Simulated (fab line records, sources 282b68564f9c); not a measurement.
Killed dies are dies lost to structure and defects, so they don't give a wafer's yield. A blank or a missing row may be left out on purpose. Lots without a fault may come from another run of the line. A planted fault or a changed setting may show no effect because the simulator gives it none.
Tool commonality check | flow rit_cmos | 13 lots, 39 wafers sampled

WHY IT WAS OPENED
At RIT_PLDD_TW_MEAS_10 the reading PLDD_TW is flagged on 1 of 13 lots. Wafers without a fault read 2365, standard deviation 11.
Rule: a lot is flagged when every wafer of it that has a number lies more than 4 standard deviations from that mean, or none has a number. The other lots count as sound.

lot  | measured    | on            | PLDD_TW, wafer by wafer | flag
L801 | day 2 22:43 | film_metro-02 | 2361 2360 2363          |
L802 | day 3 05:32 | film_metro-02 | 2369 2347 2353          |
L803 | day 3 07:41 | film_metro-03 | 2363 2370 2375          |
L804 | day 3 14:56 | film_metro-01 | 2363 2357 2357          |
L805 | day 3 19:16 | film_metro-01 | 2361 2350 2351          |
L806 | day 3 22:40 | film_metro-03 | 2360 2348 2357          |
L809 | day 4 12:25 | film_metro-01 | 2375 2374 2374          |
L811 | day 5 02:30 | film_metro-02 | 2366 2379 2376          |
L813 | day 5 08:02 | film_metro-03 | 30 30 30                | FLAGGED
L814 | day 5 12:11 | film_metro-02 | 2371 2373 2364          |
L821 | day 6 23:41 | film_metro-03 | 2338 2361 2352          |
L823 | day 7 12:04 | film_metro-01 | 2364 2360 2382          |
L824 | day 7 19:41 | film_metro-03 | 2367 2361 2367          |
The numbers of the flagged lots are 30 on average: -2335 against the usual, or -99 or more standard deviations.

WHICH TOOL RAN EACH LOT
The record holds 1 process step before the reading, out of a route of 202 steps. In each cell: the tool, then ch and the chambers that the sampled wafers went through, then the start.
lot  | flag    | RIT_NLDD_STRIP_09
L801 |         | plasma_asher-03 ch 0,1, day 2 20:59
L802 |         | plasma_asher-03 ch 0,1, day 3 03:44
L803 |         | plasma_asher-02 ch 0,1, day 3 06:05
L804 |         | plasma_asher-02 ch 0,1, day 3 13:20
L805 |         | plasma_asher-03 ch 0,1, day 3 17:30
L806 |         | plasma_asher-02 ch 0,1, day 3 21:03
L809 |         | plasma_asher-03 ch 0,1, day 4 10:44
L811 |         | plasma_asher-02 ch 0,1, day 5 00:46
L813 | FLAGGED | plasma_asher-02 ch 0,1, day 5 06:09
L814 |         | plasma_asher-03 ch 0,1, day 5 10:35
L821 |         | plasma_asher-03 ch 0,1, day 6 22:07
L823 |         | plasma_asher-02 ch 0,1, day 7 10:16
L824 |         | plasma_asher-04 ch 0,1, day 7 18:08
What these steps do:
- RIT_NLDD_STRIP_09: strips in O2, time 180 s.
- RIT_PLDD_TW_MEAS_10

FLAGGED OVER TOTAL, TOOL BY TOOL (the gauges that took the reading come last)
step                | tool            | lots run | flagged | share of the flagged lots | sound lots run after its first flagged lot
RIT_NLDD_STRIP_09   | plasma_asher-02 | 6        | 1       | all                       | 1 (L823)
RIT_NLDD_STRIP_09   | plasma_asher-03 | 6        | 0       | none                      | -
RIT_NLDD_STRIP_09   | plasma_asher-04 | 1        | 0       | none                      | -
RIT_PLDD_TW_MEAS_10 | film_metro-01   | 4        | 0       | none                      | -
RIT_PLDD_TW_MEAS_10 | film_metro-02   | 4        | 0       | none                      | -
RIT_PLDD_TW_MEAS_10 | film_metro-03   | 5        | 1       | all                       | 2 (L821,L824)

WHAT THE TABLE ALLOWS
2 rows of the table ran every flagged lot: plasma_asher-02 at RIT_NLDD_STRIP_09, film_metro-03 at RIT_PLDD_TW_MEAS_10.
- plasma_asher-02 at RIT_NLDD_STRIP_09: 1 of its 6 lots flagged. Sound lots ran on it after the first flagged one (L823), which a lasting fault on the whole tool wouldn't allow. Its own readings lie more than 4 standard deviations out on every wafer of the flagged lots: run_length_s.
- film_metro-03 at RIT_PLDD_TW_MEAS_10: 1 of its 5 lots flagged. Sound lots ran on it after the first flagged one (L821, L824), which a lasting fault on the whole tool wouldn't allow.
No row of the table ran every flagged lot and no sound lot after the first.

WHAT THE SIMULATOR HAD PUT IN
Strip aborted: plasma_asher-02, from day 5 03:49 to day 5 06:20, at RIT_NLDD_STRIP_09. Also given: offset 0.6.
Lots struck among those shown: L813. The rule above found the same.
